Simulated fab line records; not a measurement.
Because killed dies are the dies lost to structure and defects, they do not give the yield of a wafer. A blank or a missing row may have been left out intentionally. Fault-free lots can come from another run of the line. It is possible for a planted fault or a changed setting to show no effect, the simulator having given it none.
fab line records	flow berkeleyCmos170
record: lots: 5	wafers: 15	lastDay: 12
route steps=331 shown CONTACT@228 M1@238
lots untouched by any fault: they come from a run of this same line in which no faults occurred
startH: the number of hours between the record's first day and the start of the first shown wafer of the lot	waitH: hours elapsed since this lot's preceding step	" same as the row above	L1.1+2: one row covering several wafers at once	- no value, or no start given	* or withheld: withheld	< > ~ a bound
route shown NAME@n: a module of which the file shows steps, and the number in the route of the first	usual: mean/standard deviation of fault-free wafers	same: alike in all rows	chamber/n: place in a boat	sites: each site's reading	_std_site: the standard deviation of these	_edge_site: the outer-site mean with the inner-site mean subtracted	radiusMm: how far each site lies from the wafer's centre	mask NAME#n: copy n	behind: the last tool/chamber to shape the wafer	hold: cause of the lot's hold/its duration in hours/its outcome	device: the n, p or np transistor that did not switch	end of line: tests of these same wafers at the route's end	where a step has no rows: the recipe by itself	killed: not the wafer's yield, but the dies lost to structure and defects at the first sort	map: per-die view of a wafer (x killed, . not killed, _ where there is no die)
set.NAME: the setting that was run; set.NAME@STEP: the one run at that earlier step	model.NAME: the simulator's own value behind a step, which no gauge read
lots seen at some steps along the route; tables by step, rows by wafer
services: the hour from which a tool's chamber was out of use, counted from the record's first day as startH (under 0 if before that day), plus the number of hours and why
== steps ==
step: UCB170_CONTACT_EXPOSE_12
recipe: maskId: CONT	targetCdNm: 700	na: 0.5	sigmaOuter: 0.6	sourceShape: conventional	doseMj: 35
usual: focusOffsetNm: 0.0/0.55	reticleTempC: 23.00/0.12
lot.wafer	tool	chamber	startH	waitH	mask	focusOffsetNm	reticleTempC
L074.2	krfScanner-02	0	179.00	-	CONT#0	-0.4	23.08
L074.4	"	0	"	"	CONT#0	0.7	23.10
L074.6	"	0	"	"	CONT#0	0.1	22.94
L077.2	krfScanner-02	0	179.29	-	CONT#0	-0.7	22.96
L077.3	"	0	"	"	CONT#0	-0.6	23.11
L077.6	"	0	"	"	CONT#0	-0.5	23.00
L084.2	krfScanner-02	0	223.14	-	CONT#0	-0.6	23.06
L084.3	"	0	"	"	CONT#0	-0.7	22.94
L084.6	"	0	"	"	CONT#0	-0.8	22.95
L087.2	krfScanner-01	0	232.40	-	CONT#0	0.1	23.18
L087.3	"	0	"	"	CONT#0	-0.2	23.01
L087.4	"	0	"	"	CONT#0	-0.5	23.01
L093.2	krfScanner-01	0	275.19	-	CONT#0	-0.2	22.98
L093.3	"	0	"	"	CONT#0	0.3	22.99
L093.6	"	0	"	"	CONT#0	0.0	23.02
step: UCB170_CONTACT_PEB_13
recipe: pebTempC: 130	pebTimeS: withheld	resist: KrF
usual: plateTempC: 130.00/0.11
lot.wafer	tool	chamber	startH	waitH	plateTempC
L074.2	lithoTrack-01	0	179.57	0.6	129.83
L074.4	"	0	"	"	130.05
L074.6	"	0	"	"	129.91
L077.2	lithoTrack-03	0	179.68	0.4	129.96
L077.3	"	0	"	"	129.83
L077.6	"	0	"	"	130.12
L084.2	lithoTrack-04	0	223.36	0.2	130.02
L084.3	"	0	"	"	130.09
L084.6	"	0	"	"	129.99
L087.2	lithoTrack-04	0	233.29	0.9	129.98
L087.3	"	0	"	"	130.08
L087.4	"	0	"	"	130.00
L093.2	lithoTrack-04	0	275.60	0.4	130.07
L093.3	"	0	"	"	129.84
L093.6	"	0	"	"	129.88
step: UCB170_CONTACT_DEVELOP_14
recipe: developer: TMAH	developTimeS: 45	resist: KrF	devTempC: 21
lot.wafer	tool	chamber	startH	waitH
L074.2+4+6	lithoTrack-01	0	-	-
L077.2+3+6	lithoTrack-03	0	-	-
L084.2+3+6	lithoTrack-04	0	-	-
L087.2+3+4	lithoTrack-04	0	-	-
L093.2+3+6	lithoTrack-04	0	-	-
step: UCB170_CONTACT_CD_MEAS_15
recipe: targetCdNm: 700
usual: cdNm: 699.4/1.2
lot.wafer	tool	chamber	startH	waitH	cdNm
L074.2	cdSem-02	-	179.84	-	699.1
L074.4	"	-	"	"	699.7
L074.6	"	-	"	"	700.0
L077.2	cdSem-01	-	179.95	-	698.3
L077.3	"	-	"	"	698.3
L077.6	"	-	"	"	698.8
L084.2	cdSem-02	-	223.63	-	697.7
L084.3	"	-	"	"	699.0
L084.6	"	-	"	"	698.8
L087.2	cdSem-01	-	233.58	-	699.2
L087.3	"	-	"	"	700.6
L087.4	"	-	"	"	699.2
L093.2	cdSem-02	-	275.87	-	698.9
L093.3	"	-	"	"	697.1
L093.6	"	-	"	"	698.0
step: UCB170_CONTACT_OVL_MEAS_16
usual: CONTACT_OVL: -1/5.9
lot.wafer	tool	chamber	startH	waitH	CONTACT_OVL[nm]
L074.2	overlay-01	-	179.95	0.1	-8
L074.4	"	-	"	"	-7
L074.6	"	-	"	"	-1
L077.2	overlay-01	-	180.06	0.1	1
L077.3	"	-	"	"	-6
L077.6	"	-	"	"	5
L084.2	overlay-01	-	223.74	0.1	2
L084.3	"	-	"	"	3
L084.6	"	-	"	"	6
L087.2	overlay-01	-	233.69	0.1	-1
L087.3	"	-	"	"	7
L087.4	"	-	"	"	3
L093.2	overlay-02	-	275.98	0.1	-5
L093.3	"	-	"	"	-6
L093.6	"	-	"	"	-1
step: UCB170_CONTACT_ETCH_17
recipe: chemistry: N2/H2	targetDepthA: withheld	overetchA: withheld	target: BARC	timeS: withheld	sourceW: 500	biasW: 100	pressureMtorr: 30	n2FlowSccm: 100	h2FlowSccm: 200
usual: biasW: 100.0/0.3	drypumpMotorCurrentA: 5.75/0.23	oesProductAu: 0.99/0.035	throttleValvePct: 13.27/0.14
lot.wafer	tool	chamber	startH	waitH	biasW	drypumpMotorCurrentA	oesProductAu	throttleValvePct
L074.2	rieDiel-01	1	179.98	0.0	99.5	6.01	1.02	13.20
L074.4	"	2	"	"	100.3	6.02	0.98	13.38
L074.6	"	1	"	"	99.7	6.02	1.02	13.21
L077.2	rieDiel-04	2	180.09	0.0	99.7	5.76	1.01	13.19
L077.3	"	0	"	"	100.1	5.73	1.04	13.19
L077.6	"	2	"	"	99.4	5.78	1.02	13.17
L084.2	rieDiel-04	1	223.77	0.0	99.7	5.58	1.04	13.46
L084.3	"	0	"	"	100.4	5.73	1.02	13.19
L084.6	"	2	"	"	100.2	5.77	1.01	13.19
L087.2	rieDiel-01	1	233.72	0.0	100.1	6.02	1.01	13.20
L087.3	"	2	"	"	99.8	6.00	0.99	13.39
L087.4	"	2	"	"	100.5	6.03	0.99	13.38
L093.2	rieDiel-01	2	276.01	0.0	100.4	6.03	0.99	13.39
L093.3	"	1	"	"	100.2	5.98	1.03	13.21
L093.6	"	0	"	"	100.1	5.35	0.97	13.18
step: UCB170_CONTACT_ETCH_18
recipe: chemistry: CHF3/CF4/Ar	target: PSG	stopOn: TiSi2	CHF3_flow_sccm: 45	cf4FlowSccm: 15	Ar_flow_sccm: 150	pressureMtorr: 200	rfW: 700	targetDepthA: 8400	overEtchFrac: 0.2	timeS: 195
usual: drypumpMotorCurrentA: 5.75/0.23	mfcArSccm: 150.0/0.45	oesProductAu: 0.881/0.016	throttleValvePct: 6.88/0.12
same: timeS: 195
lot.wafer	tool	chamber	startH	waitH	drypumpMotorCurrentA	mfcArSccm	oesProductAu	rfHoursCounterH	throttleValvePct
L074.2	rieDiel-01	1	-	-	6.00	150.0	0.870	108	6.75
L074.4	"	2	"	"	6.05	149.9	0.887	78	6.88
L074.6	"	1	"	"	6.00	150.0	0.884	-	6.76
L077.2	rieDiel-04	2	-	-	5.76	149.9	0.895	91	6.92
L077.3	"	0	"	"	5.76	149.9	0.909	13	6.76
L077.6	"	2	"	"	5.77	149.8	0.897	-	6.94
L084.2	rieDiel-04	1	-	-	5.57	149.7	0.891	2	7.08
L084.3	"	0	"	"	5.72	149.5	0.910	16	6.76
L084.6	"	2	"	"	5.76	150.1	0.898	-	6.92
L087.2	rieDiel-01	1	-	-	5.96	150.3	0.882	112	6.77
L087.3	"	2	"	"	6.01	148.8	0.887	82	6.87
L087.4	"	2	"	"	6.04	149.4	0.893	-	6.87
L093.2	rieDiel-01	2	-	-	6.01	149.5	0.886	84	6.87
L093.3	"	1	"	"	5.98	149.7	0.868	115	6.76
L093.6	"	0	"	"	5.33	150.0	0.879	-	6.79
step: UCB170_CONTACT_STRIP_19
recipe: chemistry: O2	powerW: 400	pressureMtorr: 3500	platenTempC: withheld	o2FlowSccm: 400	overashFraction: 0.5
usual: drypumpMotorCurrentA: 5.7/0.31	oesProductAu: 0.726/0.0043
same: overashFraction: 0.5
lot.wafer	tool	chamber	startH	waitH	drypumpMotorCurrentA	oesProductAu	rfHoursCounterH
L074.2	plasmaAsher-04	0	180.15	-	5.9	0.727	38
L074.4	"	0	"	"	5.9	0.732	-
L074.6	"	0	"	"	5.9	0.723	-
L077.2	plasmaAsher-03	1	180.26	-	5.7	0.726	43
L077.3	"	1	"	"	5.7	0.725	-
L077.6	"	0	"	"	6.1	0.726	-
L084.2	plasmaAsher-01	0	223.93	-	5.6	0.735	53
L084.3	"	1	"	"	5.9	0.726	-
L084.6	"	1	"	"	5.8	0.722	-
L087.2	plasmaAsher-03	0	233.89	-	6.1	0.728	49
L087.3	"	1	"	"	5.7	0.728	-
L087.4	"	0	"	"	6.1	0.738	-
L093.2	plasmaAsher-04	0	276.18	-	5.9	0.722	48
L093.3	"	0	"	"	5.9	0.725	-
L093.6	"	1	"	"	5.0	0.726	-
step: UCB170_CONTACT_CD_MEAS_90
recipe: targetCdNm: 700
usual: cdNm: 699.2/1.8
lot.wafer	tool	chamber	startH	waitH	cdNm
L074.2	cdSem-01	-	180.27	0.1	701.1
L074.4	"	-	"	"	700.8
L074.6	"	-	"	"	702.2
L077.2	cdSem-02	-	180.38	0.1	698.9
L077.3	"	-	"	"	696.3
L077.6	"	-	"	"	699.1
L084.2	cdSem-01	-	224.05	0.1	700.0
L084.3	"	-	"	"	696.6
L084.6	"	-	"	"	698.7
L087.2	cdSem-01	-	234.01	0.1	700.6
L087.3	"	-	"	"	701.6
L087.4	"	-	"	"	699.2
L093.2	cdSem-01	-	276.30	0.1	699.3
L093.3	"	-	"	"	698.9
L093.6	"	-	"	"	695.7
step: UCB170_CONTACT_CLEAN_20
recipe: chemistry: SPM	tempC: 120	timeS: 600
usual: bathHeatDutyPct: 12.6/1
same: timeS: 600
lot.wafer	tool	chamber	startH	waitH	bathHeatDutyPct
L074.2	wetBench-01	1	180.37	0.1	13.5
L074.4	"	1	"	"	12.3
L074.6	"	1	"	"	12.6
L077.2	wetBench-02	0	180.48	0.1	12.8
L077.3	"	0	"	"	12.6
L077.6	"	0	"	"	13.6
L084.2	wetBench-01	2	224.23	0.2	13.9
L084.3	"	2	"	"	12.2
L084.6	"	2	"	"	13.4
L087.2	wetBench-04	2	234.11	0.1	13.9
L087.3	"	2	"	"	13.9
L087.4	"	2	"	"	13.7
L093.2	wetBench-02	0	276.40	0.1	13.0
L093.3	"	0	"	"	13.3
L093.6	"	0	"	"	12.3
step: UCB170_M1_SPUTTER_00
recipe: material: Al	targetThkNm: 600	timeS: 80	powerW: 6000	chamberPressurePa: 0.5
usual: throttleValvePct: 30.1/0.9
same: timeS: 80
lot.wafer	tool	chamber	startH	waitH	throttleValvePct
L074.2	pvdSputter-02	-	180.54	0.0	30.3
L074.4	"	-	"	"	30.1
L074.6	"	-	"	"	29.6
L077.2	pvdSputter-04	-	180.65	0.0	29.7
L077.3	"	-	"	"	30.3
L077.6	"	-	"	"	29.4
L084.2	pvdSputter-02	-	224.41	0.0	29.5
L084.3	"	-	"	"	29.1
L084.6	"	-	"	"	29.9
L087.2	pvdSputter-04	-	234.28	0.0	28.7
L087.3	"	-	"	"	29.9
L087.4	"	-	"	"	30.7
L093.2	pvdSputter-04	-	276.59	0.0	31.3
L093.3	"	-	"	"	30.2
L093.6	"	-	"	"	28.8
step: UCB170_M1_RS_MEAS_01
recipe: thkMeasGauge: four-point-probe	reads: Al_of_M1_SPUTTER_00
usual: M1_AL_RS: 0.0487/0.00075
lot.wafer	tool	chamber	startH	waitH	M1_AL_RS[ohm/sq]
L074.2	filmMetro-03	-	180.62	0.1	0.0492
L074.4	"	-	"	"	0.0483
L074.6	"	-	"	"	0.0485
L077.2	filmMetro-02	-	180.73	0.1	0.0478
L077.3	"	-	"	"	0.0494
L077.6	"	-	"	"	0.0479
L084.2	filmMetro-03	-	224.49	0.1	0.0484
L084.3	"	-	"	"	0.0476
L084.6	"	-	"	"	0.0485
L087.2	filmMetro-03	-	234.36	0.1	0.0492
L087.3	"	-	"	"	0.0484
L087.4	"	-	"	"	0.0494
L093.2	filmMetro-04	-	276.67	0.1	0.0487
L093.3	"	-	"	"	0.0492
L093.6	"	-	"	"	0.0485
step: UCB170_M1_THK_MEAS_02
recipe: thkMeasGauge: xrf	reads: Al_of_M1_SPUTTER_00
usual: M1_AL_THK: 598/9.4
lot.wafer	tool	chamber	startH	waitH	M1_AL_THK[nm]
L074.2	filmMetro-03	-	180.73	0.1	589
L074.4	"	-	"	"	602
L074.6	"	-	"	"	597
L077.2	filmMetro-02	-	180.84	0.1	610
L077.3	"	-	"	"	592
L077.6	"	-	"	"	610
L084.2	filmMetro-03	-	224.60	0.1	603
L084.3	"	-	"	"	612
L084.6	"	-	"	"	601
L087.2	filmMetro-03	-	234.47	0.1	591
L087.3	"	-	"	"	603
L087.4	"	-	"	"	589
L093.2	filmMetro-04	-	276.78	0.1	599
L093.3	"	-	"	"	590
L093.6	"	-	"	"	599
step: UCB170_M1_COAT_03
recipe: resist: BARC	tempC: withheld	timeS: withheld	spinRpm: 3000	resistThkNm: withheld
lot.wafer	tool	chamber	startH	waitH
L074.2+4+6	lithoTrack-03	0	180.97	0.2
L077.2+3+6	lithoTrack-02	0	180.98	0.1
L084.2+3+6	lithoTrack-01	0	224.77	0.2
L087.2+3+4	lithoTrack-03	0	234.84	0.4
L093.2+3+6	lithoTrack-01	0	277.11	0.3
step: UCB170_M1_COAT_04
recipe: resist: KrF	spinRpm: 1500	resistThkNm: 900
lot.wafer	tool	chamber	startH	waitH
L074.2+4+6	lithoTrack-03	0	-	-
L077.2+3+6	lithoTrack-02	0	-	-
L084.2+3+6	lithoTrack-01	0	-	-
L087.2+3+4	lithoTrack-03	0	-	-
L093.2+3+6	lithoTrack-01	0	-	-
step: UCB170_M1_SOFTBAKE_05
recipe: resist: KrF	tempC: 130	timeS: 60
usual: plateTempC: 129.98/0.15
same: timeS: 60
lot.wafer	tool	chamber	startH	waitH	plateTempC
L074.2	lithoTrack-03	0	-	-	129.86
L074.4	"	0	"	"	130.12
L074.6	"	0	"	"	129.99
L077.2	lithoTrack-02	0	-	-	130.00
L077.3	"	0	"	"	130.03
L077.6	"	0	"	"	129.70
L084.2	lithoTrack-01	0	-	-	129.86
L084.3	"	0	"	"	130.05
L084.6	"	0	"	"	129.85
L087.2	lithoTrack-03	0	-	-	129.83
L087.3	"	0	"	"	130.11
L087.4	"	0	"	"	130.03
L093.2	lithoTrack-01	0	-	-	129.72
L093.3	"	0	"	"	129.75
L093.6	"	0	"	"	129.76
step: UCB170_M1_EXPOSE_06
recipe: maskId: METAL1	targetCdNm: 700	na: 0.5	sigmaOuter: 0.6	sourceShape: conventional	doseMj: 21
usual: focusOffsetNm: 0.0/0.5	reticleTempC: 23.01/0.11
lot.wafer	tool	chamber	startH	waitH	mask	focusOffsetNm	reticleTempC
L074.2	krfScanner-01	0	181.59	-	METAL1#0	-0.1	23.11
L074.4	"	0	"	"	METAL1#0	-0.2	23.03
L074.6	"	0	"	"	METAL1#0	-0.3	22.93
L077.2	krfScanner-01	0	181.70	-	METAL1#0	-0.7	22.96
L077.3	"	0	"	"	METAL1#0	0.2	23.13
L077.6	"	0	"	"	METAL1#0	-0.6	23.00
L084.2	krfScanner-02	0	225.34	-	METAL1#0	-0.2	22.93
L084.3	"	0	"	"	METAL1#0	0.0	22.82
L084.6	"	0	"	"	METAL1#0	0.1	22.96
L087.2	krfScanner-01	0	235.31	-	METAL1#0	-1.2	23.16
L087.3	"	0	"	"	METAL1#0	-0.4	22.87
L087.4	"	0	"	"	METAL1#0	-0.3	23.13
L093.2	krfScanner-01	0	277.55	-	METAL1#0	-0.4	22.92
L093.3	"	0	"	"	METAL1#0	-1.0	23.00
L093.6	"	0	"	"	METAL1#0	-0.4	23.02
step: UCB170_M1_PEB_07
recipe: pebTempC: 130	pebTimeS: withheld	resist: KrF
usual: plateTempC: 130.00/0.15
lot.wafer	tool	chamber	startH	waitH	plateTempC
L074.2	lithoTrack-01	0	181.71	0.1	129.93
L074.4	"	0	"	"	130.08
L074.6	"	0	"	"	130.01
L077.2	lithoTrack-02	0	181.82	0.1	130.03
L077.3	"	0	"	"	130.19
L077.6	"	0	"	"	130.02
L084.2	lithoTrack-01	0	225.47	0.1	129.71
L084.3	"	0	"	"	129.88
L084.6	"	0	"	"	129.91
L087.2	lithoTrack-03	0	235.74	0.4	130.11
L087.3	"	0	"	"	130.08
L087.4	"	0	"	"	130.11
L093.2	lithoTrack-03	0	278.26	0.7	130.22
L093.3	"	0	"	"	130.11
L093.6	"	0	"	"	130.26
step: UCB170_M1_DEVELOP_08
recipe: developer: TMAH	developTimeS: 45	resist: KrF	devTempC: 21
lot.wafer	tool	chamber	startH	waitH
L074.2+4+6	lithoTrack-01	0	-	-
L077.2+3+6	lithoTrack-02	0	-	-
L084.2+3+6	lithoTrack-01	0	-	-
L087.2+3+4	lithoTrack-03	0	-	-
L093.2+3+6	lithoTrack-03	0	-	-
step: UCB170_M1_CD_MEAS_09
recipe: targetCdNm: 700
usual: cdNm: 699.5/1.6
lot.wafer	tool	chamber	startH	waitH	cdNm
L074.2	cdSem-02	-	181.98	-	698.9
L074.4	"	-	"	"	698.7
L074.6	"	-	"	"	698.7
L077.2	cdSem-01	-	182.09	-	700.6
L077.3	"	-	"	"	700.8
L077.6	"	-	"	"	700.5
L084.2	cdSem-01	-	225.74	-	699.2
L084.3	"	-	"	"	698.5
L084.6	"	-	"	"	699.9
L087.2	cdSem-02	-	236.01	-	701.2
L087.3	"	-	"	"	699.0
L087.4	"	-	"	"	699.1
L093.2	cdSem-01	-	278.53	-	700.1
L093.3	"	-	"	"	700.3
L093.6	"	-	"	"	700.6
step: UCB170_M1_OVL_MEAS_10
usual: M1_OVL: 2/5.8
lot.wafer	tool	chamber	startH	waitH	M1_OVL[nm]
L074.2	overlay-01	-	182.08	0.1	5
L074.4	"	-	"	"	4
L074.6	"	-	"	"	1
L077.2	overlay-02	-	182.20	0.1	12
L077.3	"	-	"	"	-2
L077.6	"	-	"	"	-6
L084.2	overlay-02	-	225.84	0.1	17
L084.3	"	-	"	"	10
L084.6	"	-	"	"	11
L087.2	overlay-02	-	236.12	0.1	0
L087.3	"	-	"	"	3
L087.4	"	-	"	"	-2
L093.2	overlay-02	-	278.64	0.1	3
L093.3	"	-	"	"	-6
L093.6	"	-	"	"	-7
step: UCB170_M1_ETCH_11
recipe: chemistry: N2/H2	targetDepthA: withheld	overetchA: withheld	target: BARC	timeS: withheld	sourceW: 500	biasW: 100	pressureMtorr: 30	n2FlowSccm: 100	h2FlowSccm: 200
usual: biasW: 100.01/0.29	drypumpMotorCurrentA: 5.78/0.24	oesProductAu: 1.00/0.038	throttleValvePct: 13.30/0.19
lot.wafer	tool	chamber	startH	waitH	biasW	drypumpMotorCurrentA	oesProductAu	throttleValvePct
L074.2	rieDiel-02	0	182.11	0.0	100.25	5.27	1.00	13.59
L074.4	"	1	"	"	100.19	6.15	0.98	13.62
L074.6	"	3	"	"	99.70	6.18	1.00	13.27
L077.2	rieDiel-03	0	182.23	0.0	100.08	5.74	0.96	13.30
L077.3	"	2	"	"	99.60	6.14	1.02	13.14
L077.6	"	0	"	"	99.79	5.71	0.98	13.30
L084.2	rieDiel-04	2	225.87	0.0	100.11	5.79	1.02	13.19
L084.3	"	3	"	"	99.95	5.48	1.00	13.39
L084.6	"	2	"	"	99.91	5.79	1.01	13.19
L087.2	rieDiel-03	1	236.15	0.0	100.15	5.67	1.04	13.63
L087.3	"	0	"	"	100.30	5.68	0.98	13.32
L087.4	"	2	"	"	99.86	6.12	1.02	13.10
L093.2	rieDiel-02	2	278.67	0.0	100.16	5.95	0.99	13.41
L093.3	"	0	"	"	100.23	5.24	1.01	13.57
L093.6	"	2	"	"	99.91	5.95	0.99	13.42
== services ==
tool	chamber	startH	hours	kind
pvdSputter-04	-	158.59	2.4	repair
rieDiel-02	2	161.81	22.3	repair
plasmaAsher-01	-	163.75	0.8	repair
rieDiel-01	3	165.84	4.1	repair
plasmaAsher-04	-	168.24	6.5	repair
rieDiel-03	3	169.00	4.3	repair
plasmaAsher-01	-	169.57	2.2	repair
rieDiel-03	0	195.64	1.5	repair
wetBench-01	-	210.67	4.9	repair
rieDiel-02	-	211.92	28.1	pm
krfScanner-01	-	212.82	1.3	pm
plasmaAsher-04	-	221.93	5.0	repair
rieDiel-01	0	222.67	13.2	repair
pvdSputter-04	-	222.88	5.4	repair
krfScanner-01	0	225.48	-	calibration
rieDiel-04	2	230.42	2.7	repair
krfScanner-02	-	237.70	3.0	repair
krfScanner-02	-	238.10	1.9	repair
rieDiel-03	1	240.11	23.5	repair
krfScanner-02	-	247.37	1.0	repair
rieDiel-02	1	259.05	1.8	repair
rieDiel-01	3	259.51	-	clean
krfScanner-02	-	274.24	0.4	repair
pvdSputter-02	-	274.51	0.8	repair
== key ==
fault none
